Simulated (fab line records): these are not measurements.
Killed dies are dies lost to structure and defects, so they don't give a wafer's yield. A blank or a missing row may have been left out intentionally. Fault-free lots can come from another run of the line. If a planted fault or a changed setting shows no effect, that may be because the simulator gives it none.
fab line records	flow berkeley-cmos170
[record] lots = 15	wafers = 45	last-day = 12
route steps=331 shown CONTACT@235 V1@270 M2@284
lots that met no fault: taken from a fault-free run of the same line
start-h: hours from the record's opening day to when the first of the lot's shown wafers began	wait-h: time in hours since the lot's previous step	" unchanged from the row above	L1.1+2: a single row standing in for several wafers	- either no value or no given start	* or withheld: withheld	< > ~ a bound
route shown NAME@n: NAME is a module with steps in the file, n the number in the route of the first one	usual: the fault-free wafers' mean and standard deviation	same: alike in all rows	chamber/n: place in a boat	sites: readings site by site	_std_site: their standard deviation	_edge_site: mean of outer sites minus mean of inner sites	radius-mm: how far each site lies from the wafer's centre	mask NAME#n: copy n	behind: the most recent tool/chamber to have shaped the wafer	hold: why the lot went on hold/how many hours it stayed there/how the hold came to an end	device: whichever transistor did not switch (one of n, p or np)	end of line: the route-end tests of the same wafers	a step with no rows: only its recipe	killed: not the wafer's yield, but the dies lost to structure and defects at the first sort	map: per-die view of a wafer (x killed, . not killed, _ where there is no die)
set.NAME: the setting as run; set.NAME@STEP: as run at that earlier step	model.NAME: the simulator's own value behind a step, which no gauge read
one table for each step of the route and one row for each wafer, over a sample of lots
[[steps]]
[step UCB170_CONTACT_STRIP_19]
[recipe] chemistry = O2	power-w = 400	pressure-mtorr = 3500	platen-temp-c = withheld	o2-flow-sccm = 400	overash-fraction = 0.5
[usual] drypump-motor-current-A = 5.7/0.61	o2-flow-sccm = 400.1/1.2	oes-product-au = 0.726/0.0048
lot.wafer	tool	chamber	start-h	wait-h	drypump-motor-current-A	o2-flow-sccm	oes-product-au	rf-hours-counter-h
L116.1	plasma-asher-02	1	161.13	-	6.6	399.9	0.725	34
L116.3	"	0	"	"	4.8	399.3	0.728	-
L116.4	"	1	"	"	6.5	399.5	0.722	-
L121.1	plasma-asher-02	0	183.33	-	4.8	401.4	0.731	37
L121.3	"	1	"	"	6.6	400.8	0.730	-
L121.4	"	0	"	"	4.8	399.3	0.719	-
L118.2	plasma-asher-01	1	183.43	-	5.8	401.2	0.720	8
L118.5	"	1	"	"	5.8	400.3	0.725	-
L118.6	"	0	"	"	5.8	401.1	0.727	-
L120.1	plasma-asher-03	0	183.70	-	5.5	400.4	0.727	45
L120.5	"	0	"	"	5.5	400.3	0.720	-
L120.6	"	1	"	"	6.0	400.0	0.725	-
L123.1	plasma-asher-01	1	205.42	-	5.8	401.3	0.726	11
L123.5	"	1	"	"	5.8	401.4	0.727	-
L123.6	"	0	"	"	5.8	400.2	0.727	-
L124.2	plasma-asher-02	0	205.86	-	4.8	399.0	0.726	40
L124.3	"	1	"	"	6.6	401.9	0.727	-
L124.6	"	0	"	"	4.8	399.2	0.730	-
L125.3	plasma-asher-03	1	207.35	-	6.0	403.9	0.725	-
L125.5	"	1	"	"	6.0	400.1	0.728	-
L125.6	"	0	"	"	5.5	399.8	0.730	-
L122.3	plasma-asher-02	1	207.87	-	6.6	398.5	0.735	-
L122.4	"	0	"	"	4.8	399.8	0.730	-
L122.6	"	0	"	"	4.8	400.6	0.723	-
L127.2	plasma-asher-02	1	215.43	-	6.6	400.1	0.730	40
L127.4	"	1	"	"	6.6	400.2	0.733	-
L127.5	"	1	"	"	6.6	399.2	0.720	-
L126.1	plasma-asher-01	0	216.15	-	5.8	399.8	0.718	12
L126.3	"	1	"	"	5.8	400.8	0.720	-
L126.6	"	0	"	"	5.8	398.2	0.721	-
L129.1	plasma-asher-02	1	216.39	-	6.6	399.8	0.733	41
L129.3	"	0	"	"	4.8	400.0	0.736	-
L129.6	"	1	"	"	6.5	398.2	0.722	-
L135.3	plasma-asher-03	1	267.16	-	6.0	401.3	0.721	-
L135.4	"	0	"	"	5.5	400.4	0.733	-
L135.5	"	0	"	"	5.5	399.2	0.729	-
L139.2	plasma-asher-01	0	277.54	-	5.8	401.9	0.734	18
L139.3	"	0	"	"	5.8	400.9	0.727	-
L139.5	"	0	"	"	5.8	398.8	0.722	-
L138.3	plasma-asher-02	1	277.69	-	6.6	401.5	0.724	-
L138.4	"	0	"	"	4.8	399.1	0.729	-
L138.6	"	1	"	"	6.6	401.0	0.728	-
L137.3	plasma-asher-01	1	278.20	-	5.8	401.4	0.725	-
L137.4	"	0	"	"	5.8	398.6	0.725	-
L137.5	"	1	"	"	5.8	399.7	0.720	-
[step UCB170_CONTACT_CD_MEAS_90]
[recipe] target-cd-nm = 700
[usual] cd-nm = 699.8/1.6
lot.wafer	tool	chamber	start-h	wait-h	cd-nm
L116.1	cd-sem-02	-	161.23	0.1	701.7
L116.3	"	-	"	"	701.6
L116.4	"	-	"	"	699.7
L121.1	cd-sem-01	-	183.43	0.1	697.7
L121.3	"	-	"	"	698.0
L121.4	"	-	"	"	698.2
L118.2	cd-sem-02	-	183.55	0.1	699.0
L118.5	"	-	"	"	700.0
L118.6	"	-	"	"	699.3
L120.1	cd-sem-01	-	183.80	0.1	696.9
L120.5	"	-	"	"	699.7
L120.6	"	-	"	"	699.9
L123.1	cd-sem-01	-	205.52	0.1	700.9
L123.5	"	-	"	"	701.5
L123.6	"	-	"	"	701.6
L124.2	cd-sem-01	-	205.98	0.1	699.6
L124.3	"	-	"	"	699.7
L124.6	"	-	"	"	700.5
L125.3	cd-sem-02	-	207.46	0.1	698.8
L125.5	"	-	"	"	697.5
L125.6	"	-	"	"	699.5
L122.3	cd-sem-01	-	207.97	0.1	697.0
L122.4	"	-	"	"	698.4
L122.6	"	-	"	"	700.3
L127.2	cd-sem-01	-	215.55	0.1	697.5
L127.4	"	-	"	"	697.1
L127.5	"	-	"	"	698.0
L126.1	cd-sem-02	-	216.25	0.1	699.6
L126.3	"	-	"	"	701.2
L126.6	"	-	"	"	701.7
L129.1	cd-sem-01	-	216.49	0.1	699.5
L129.3	"	-	"	"	697.5
L129.6	"	-	"	"	698.8
L135.3	cd-sem-02	-	267.27	0.1	698.8
L135.4	"	-	"	"	698.0
L135.5	"	-	"	"	699.1
L139.2	cd-sem-02	-	277.70	0.1	701.1
L139.3	"	-	"	"	701.9
L139.5	"	-	"	"	701.9
L138.3	cd-sem-01	-	277.79	0.1	700.1
L138.4	"	-	"	"	698.8
L138.6	"	-	"	"	697.8
L137.3	cd-sem-02	-	278.30	0.1	700.9
L137.4	"	-	"	"	702.0
L137.5	"	-	"	"	702.2
[step UCB170_V1_CD_MEAS_90]
[recipe] target-cd-nm = 700
[usual] cd-nm = 699.5/1.6
lot.wafer	tool	chamber	start-h	wait-h	cd-nm
L116.1	cd-sem-02	-	169.12	0.1	699.2
L116.3	"	-	"	"	698.4
L116.4	"	-	"	"	696.8
L120.1	cd-sem-01	-	191.12	0.1	701.3
L120.5	"	-	"	"	701.5
L120.6	"	-	"	"	701.1
L121.1	cd-sem-02	-	191.42	0.1	701.3
L121.3	"	-	"	"	700.2
L121.4	"	-	"	"	698.5
L118.2	cd-sem-02	-	191.69	0.1	699.6
L118.5	"	-	"	"	698.4
L118.6	"	-	"	"	698.5
L123.1	cd-sem-01	-	211.75	0.1	699.3
L123.5	"	-	"	"	701.2
L123.6	"	-	"	"	700.2
L124.2	cd-sem-02	-	213.72	0.1	699.0
L124.3	"	-	"	"	700.0
L124.6	"	-	"	"	700.9
L125.3	cd-sem-01	-	213.91	0.1	698.2
L125.5	"	-	"	"	698.8
L125.6	"	-	"	"	696.6
L122.3	cd-sem-02	-	215.38	0.1	698.5
L122.4	"	-	"	"	701.1
L122.6	"	-	"	"	699.6
L127.2	cd-sem-01	-	222.87	0.1	699.1
L127.4	"	-	"	"	700.5
L127.5	"	-	"	"	698.8
L126.1	cd-sem-02	-	223.11	0.1	700.4
L126.3	"	-	"	"	700.9
L126.6	"	-	"	"	701.7
L129.1	cd-sem-01	-	223.13	0.1	699.4
L129.3	"	-	"	"	701.3
L129.6	"	-	"	"	701.5
L135.3	cd-sem-01	-	275.11	0.1	699.1
L135.4	"	-	"	"	697.4
L135.5	"	-	"	"	699.1
L139.2	cd-sem-01	-	284.39	0.1	699.2
L139.3	"	-	"	"	699.7
L139.5	"	-	"	"	700.3
L138.3	cd-sem-01	-	286.23	0.1	701.8
L138.4	"	-	"	"	700.6
L138.6	"	-	"	"	701.2
L137.3	cd-sem-02	-	286.27	0.1	698.6
L137.4	"	-	"	"	697.2
L137.5	"	-	"	"	696.9
[step UCB170_M2_PEB_13]
[recipe] peb-temp-c = 128.9	peb-time-s = withheld	resist = KrF
[usual] chill-plate-temp-C = 23.00/0.12	exhaust-pa = 45.2/0.83	plate-temp-C = 128.90/0.14
lot.wafer	tool	chamber	start-h	wait-h	chill-plate-temp-C	exhaust-pa	plate-temp-C
L116.1	litho-track-01	0	175.33	0.6	22.83	44.4	128.92
L116.3	"	0	"	"	22.70	44.8	128.83
L116.4	"	0	"	"	22.90	45.1	128.82
L120.1	litho-track-04	0	195.11	0.8	23.03	45.0	128.80
L120.5	"	0	"	"	23.20	45.9	129.07
L120.6	"	0	"	"	23.10	45.5	128.83
L121.1	litho-track-03	0	196	-	23.05	44.7	128.98
L121.3	"	0	"	"	23.12	45.6	129.09
L121.4	"	0	"	"	23.10	46.4	129.02
L118.2	litho-track-04	0	196.31	1.0	22.99	44.1	128.98
L118.5	"	0	"	"	23.06	44.4	128.96
L118.6	"	0	"	"	23.16	43.6	128.94
L123.1	litho-track-04	0	214.43	0.6	23.05	46.7	128.89
L123.5	"	0	"	"	23.10	46.0	128.93
L123.6	"	0	"	"	22.80	45.5	128.91
L124.2	litho-track-04	0	216.73	0.3	23.06	44.8	128.97
L124.3	"	0	"	"	22.91	44.6	128.97
L124.6	"	0	"	"	23.11	43.3	128.99
L125.3	litho-track-04	0	217.03	0.3	23.01	45.7	128.99
L125.5	"	0	"	"	22.84	46.2	128.96
L125.6	"	0	"	"	22.95	46.7	129.06
L122.3	litho-track-03	0	217.75	0.1	22.98	44.3	128.89
L122.4	"	0	"	"	23.02	44.8	129.07
L122.6	"	0	"	"	23.13	43.9	129.15
L127.2	litho-track-04	0	225.17	0.1	22.91	45.1	128.82
L127.4	"	0	"	"	22.75	45.1	128.61
L127.5	"	0	"	"	23.00	45.4	128.74
L126.1	litho-track-03	0	225.37	0.1	22.87	46.0	128.84
L126.3	"	0	"	"	23.08	45.8	128.85
L126.6	"	0	"	"	22.73	46.6	128.82
L129.1	litho-track-04	0	225.61	0.1	23.11	45.6	128.63
L129.3	"	0	"	"	23.17	46.4	128.74
L129.6	"	0	"	"	23.05	46.6	128.86
L135.3	litho-track-03	-	276.86	0.1	-	-	-
L135.4	"	-	"	"	-	-	-
L135.5	"	-	"	"	-	-	-
L139.2	litho-track-03	0	286.26	0.1	23.08	45.3	128.86
L139.3	"	0	"	"	23.07	43.2	128.94
L139.5	"	0	"	"	22.95	44.9	129.16
L138.3	litho-track-03	-	288.81	0.6	-	-	-
L138.4	"	-	"	"	-	-	-
L138.6	"	-	"	"	-	-	-
L137.3	litho-track-03	-	289.08	0.5	-	-	-
L137.4	"	-	"	"	-	-	-
L137.5	"	-	"	"	-	-	-
[[key]]
[first-sign] step = UCB170_M2_PEB_13	reading = tool-record	direction = missing
effect none on later readings
met-at UCB170_M2_PEB_13
struck-lots L135,L137,L138
later-rows-left-out L135.3,L135.4,L135.5,L137.3,L137.4,L137.5,L138.3,L138.4,L138.6
sort-left-out L135.3,L135.4,L135.5,L137.3,L137.4,L137.5,L138.3,L138.4,L138.6
not-acting-at UCB170_CONTACT_STRIP_19,UCB170_CONTACT_CD_MEAS_90,UCB170_V1_CD_MEAS_90
onset-between 225.37 276.86
[fault] kind = skipped-step-whole	tool = litho-track-03	chamber = -	onset-h = 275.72	steps = UCB170_M2_PEB_13	scope = struck-lots-only
// sort-left-out: the simulated sort isn't trusted on such a fault, so these wafers' sort isn't shown, and their yield isn't known
// later-rows-left-out: the simulator's readings of these wafers behind a module that went badly wrong aren't trusted and aren't shown, but for the sort
